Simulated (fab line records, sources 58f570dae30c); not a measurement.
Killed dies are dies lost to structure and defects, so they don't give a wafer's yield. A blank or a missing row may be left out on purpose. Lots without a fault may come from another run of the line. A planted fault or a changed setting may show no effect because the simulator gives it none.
Which tool did it? | flow berkeley_cmos170 | 14 lots, 42 wafers sampled, at 5 steps of a route of 331

WHAT THE GAUGES READ, wafer by wafer
UCB170_V2_CD_MEAS_12: target cd 700 nm. Usual: cd_nm 700.2 nm, standard deviation 1.4.
lot  | measured     | on        | cd_nm (nm)        | flag
L194 | day 7 21:34  | cd_sem-02 | 700.9 701.7 701.3 |
L193 | day 7 22:03  | cd_sem-01 | 699.8 698.9 698.8 |
L195 | day 8 05:06  | cd_sem-01 | 701.1 701.3 702.9 |
L196 | day 8 11:59  | cd_sem-01 | 701.2 701.3 700.4 |
L198 | day 8 17:29  | cd_sem-01 | 703.0 701.5 702.2 |
L197 | day 8 17:09  | cd_sem-02 | 700.0 699.4 701.3 |
L200 | day 9 05:34  | cd_sem-02 | 702.8 703.2 700.0 |
L206 | day 10 14:18 | cd_sem-02 | 711.9 712.0 712.5 | OFF
L207 | day 10 14:25 | cd_sem-02 | 699.7 698.5 699.6 |
L208 | day 10 14:01 | cd_sem-01 | 710.8 711.4 710.3 | OFF
L210 | day 11 10:02 | cd_sem-02 | 701.2 701.6 699.9 |
L212 | day 11 10:55 | cd_sem-02 | 697.4 699.9 700.6 |
L215 | day 12 02:59 | cd_sem-01 | 701.2 699.8 700.4 |
L216 | day 12 08:24 | cd_sem-01 | 699.0 698.0 699.7 |

UCB170_M3_CD_MEAS_15: target cd 700 nm. Usual: cd_nm 699.8 nm, standard deviation 1.5.
lot  | measured     | on        | cd_nm (nm)        | flag
L194 | day 8 00:02  | cd_sem-01 | 700.7 702.2 702.8 |
L193 | day 8 00:30  | cd_sem-02 | 698.6 699.1 699.9 |
L195 | day 8 07:41  | cd_sem-02 | 701.3 700.7 699.0 |
L196 | day 8 15:25  | cd_sem-01 | 698.7 697.4 697.9 |
L198 | day 8 19:57  | cd_sem-01 | 700.4 701.2 701.8 |
L197 | day 8 19:37  | cd_sem-02 | 698.8 698.5 697.8 |
L200 | day 9 09:04  | cd_sem-01 | 697.1 696.7 697.4 |
L206 | day 10 18:31 | cd_sem-02 | 702.4 703.5 704.0 |
L207 | day 10 18:41 | cd_sem-02 | 699.3 698.4 698.9 |
L208 | day 10 17:24 | cd_sem-01 | 698.9 699.6 698.8 |
L210 | day 11 13:47 | cd_sem-01 | 700.5 699.9 699.0 |
L212 | day 11 14:50 | cd_sem-02 | 700.7 698.3 698.6 |
L215 | day 12 05:53 | cd_sem-02 | 702.0 702.2 701.8 |
L216 | day 12 11:14 | cd_sem-01 | 698.8 697.4 699.1 |

UCB170_M3_CD_MEAS_90: target cd 700 nm. Usual: cd_nm 699 nm, standard deviation 4.1.
lot  | measured     | on        | cd_nm (nm)  | flag
L194 | day 8 00:33  | cd_sem-01 | 703 696 694 |
L193 | day 8 01:01  | cd_sem-01 | 699 697 703 |
L195 | day 8 08:10  | cd_sem-01 | 702 700 705 |
L196 | day 8 15:54  | cd_sem-01 | 699 688 698 |
L198 | day 8 20:26  | cd_sem-02 | 704 707 708 |
L197 | day 8 20:06  | cd_sem-01 | 705 700 697 |
L200 | day 9 09:34  | cd_sem-02 | 696 698 699 |
L206 | day 10 19:02 | cd_sem-01 | 700 694 697 |
L207 | day 10 19:10 | cd_sem-01 | 702 702 701 |
L208 | day 10 17:53 | cd_sem-02 | 697 700 697 |
L210 | day 11 14:16 | cd_sem-01 | 696 699 697 |
L212 | day 11 15:24 | cd_sem-02 | 701 692 695 |
L215 | day 12 06:34 | cd_sem-01 | 704 702 704 |
L216 | day 12 11:43 | cd_sem-01 | 693 701 695 |

WHICH TOOL RAN EACH LOT (tool, then ch and the chambers of the sampled wafers, then the start)
lot  | UCB170_CONTACT_STRIP_06              | UCB170_V2_PEB_10
L194 | plasma_asher-01 ch 0,1, day 7 05:02  | litho_track-02 ch 0, day 7 21:17
L193 | plasma_asher-03 ch 0,1, day 7 05:36  | litho_track-04 ch 0, day 7 21:47
L195 | plasma_asher-01 ch 0,1, day 7 13:30  | litho_track-02 ch 0, day 8 04:50
L196 | plasma_asher-03 ch 0,1, day 7 18:02  | litho_track-04 ch 0, day 8 11:43
L198 | plasma_asher-03 ch 0,1, day 8 00:52  | litho_track-04 ch 0, day 8 17:13
L197 | plasma_asher-03 ch 0,1, day 8 01:26  | litho_track-02 ch 0, day 8 16:52
L200 | plasma_asher-01 ch 0,1, day 8 10:47  | litho_track-01 ch 0, day 9 05:17
L206 | plasma_asher-04 ch 0,1, day 9 17:50  | litho_track-02 ch 0, day 10 14:01
L207 | plasma_asher-03 ch 0,1, day 9 17:50  | litho_track-04 ch 0, day 10 14:04
L208 | plasma_asher-03 ch 0,1, day 9 21:32  | litho_track-02 ch 0, day 10 13:45
L210 | plasma_asher-04 ch 0,1, day 10 15:40 | litho_track-01 ch 0, day 11 09:46
L212 | plasma_asher-04 ch 0,1, day 10 18:59 | litho_track-01 ch 0, day 11 10:38
L215 | plasma_asher-04 ch 0,1, day 11 10:22 | litho_track-04 ch 0, day 12 02:32
L216 | plasma_asher-04 ch 0,1, day 11 14:58 | litho_track-04 ch 0, day 12 08:08
- UCB170_CONTACT_STRIP_06: strips in O2.
- UCB170_V2_PEB_10

WHAT THE TOOLS THEMSELVES READ (means of the sampled wafers that have a number; where no wafer has one, the mark that the record gives instead)
UCB170_CONTACT_STRIP_06. Usual: drypump_motor_current_A 5.90 A, standard deviation 0.27; oes_product_au 0.735 a.u., standard deviation 0.0042; strip_time_to_endpoint_s 22.23 s, standard deviation 0.068.
lot  | tool            | drypump_motor_current_A (A) | oes_product_au (a.u.) | strip_time_to_endpoint_s (s) | flag
L194 | plasma_asher-01 | 5.99                        | 0.736                 | 22.24                        |
L193 | plasma_asher-03 | 5.92                        | 0.731                 | 22.12                        |
L195 | plasma_asher-01 | 5.84                        | 0.734                 | 22.11                        |
L196 | plasma_asher-03 | 5.91                        | 0.737                 | 22.27                        |
L198 | plasma_asher-03 | 5.92                        | 0.740                 | 22.20                        |
L197 | plasma_asher-03 | 5.92                        | 0.732                 | 22.26                        |
L200 | plasma_asher-01 | 5.83                        | 0.733                 | 22.28                        |
L206 | plasma_asher-04 | 5.89                        | 0.731                 | 22.30                        |
L207 | plasma_asher-03 | 5.91                        | 0.732                 | 22.19                        |
L208 | plasma_asher-03 | 5.76                        | 0.735                 | 22.24                        |
L210 | plasma_asher-04 | 5.90                        | 0.735                 | 22.25                        |
L212 | plasma_asher-04 | 5.90                        | 0.736                 | 22.22                        |
L215 | plasma_asher-04 | 6.11                        | 0.732                 | 22.24                        |
L216 | plasma_asher-04 | 5.90                        | 0.733                 | 22.26                        |

UCB170_V2_PEB_10. Usual: chill_plate_temp_C 23.00 C, standard deviation 0.12; heater_power_total_W 56.80 W, standard deviation 0.045; plate_temp_C 130.00 C, standard deviation 0.15.
lot  | tool           | chill_plate_temp_C (C) | heater_power_total_W (W) | plate_temp_C (C) | flag
L194 | litho_track-02 | 22.97                  | 56.81                    | 130.14           |
L193 | litho_track-04 | 23.08                  | 56.80                    | 129.99           |
L195 | litho_track-02 | 22.95                  | 56.80                    | 130.06           |
L196 | litho_track-04 | 22.99                  | 56.78                    | 130.04           |
L198 | litho_track-04 | 22.99                  | 56.83                    | 129.84           |
L197 | litho_track-02 | 22.93                  | 56.80                    | 130.02           |
L200 | litho_track-01 | 22.90                  | 56.79                    | 130.06           |
L206 | litho_track-02 | 23.08                  | 57.93                    | 132.23           | OFF
L207 | litho_track-04 | 23.10                  | 56.82                    | 129.91           |
L208 | litho_track-02 | 23.08                  | 57.98                    | 132.03           | OFF
L210 | litho_track-01 | 22.97                  | 56.82                    | 130.37           |
L212 | litho_track-01 | 22.99                  | 56.81                    | 129.93           |
L215 | litho_track-04 | 23.09                  | 56.86                    | 129.97           |
L216 | litho_track-04 | 22.82                  | 56.76                    | 129.81           |

THE ANSWER, worked out from the rows above alone
Rule: a lot is off if the mean of its wafers that have a number lies more than 3 standard deviations from the usual mean. A lot without any number at a reading at which 4 lots or more have one is off too. The other lots that the step has rows for count as sound. The gauges are gone through in route order, then the tools' own readings, and for those a lot's mean is taken as printed above. The first step at which some lot is off is used, and at that step the reading that is off furthest; a lot without a number counts as furthest.
Off: L206, L208, at UCB170_V2_CD_MEAS_12 (cd_nm).
A tool fits if, at a process step before that reading, it ran every lot that is off, and no sound lot after the first of them. The gauges at UCB170_V2_CD_MEAS_12 aren't tried: what is off there is off at UCB170_V2_PEB_10 too, on other tools, and a gauge's error can't cause that. One fits: litho_track-02 at UCB170_V2_PEB_10. Its last sound lot is L197 (day 8 16:52), its first lot that is off L208 (day 10 13:45): a fault that began between those two fits.
The tool's own readings at UCB170_V2_PEB_10 bear it out: on the lots that are off they differ by more than 5 times the standard deviation of the sound lots' means. heater_power_total_W reads 57.95 W there against 56.81 W on the sound lots; plate_temp_C reads 132.13 C there against 130.01 C on the sound lots.

WHAT THE SIMULATOR HAD PUT IN
Process parameter drift: litho_track-02, from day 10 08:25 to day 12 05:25, at UCB170_V2_PEB_10. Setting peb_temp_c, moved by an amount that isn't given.
Lots struck among those shown: L208, L206. The rule above found the same.
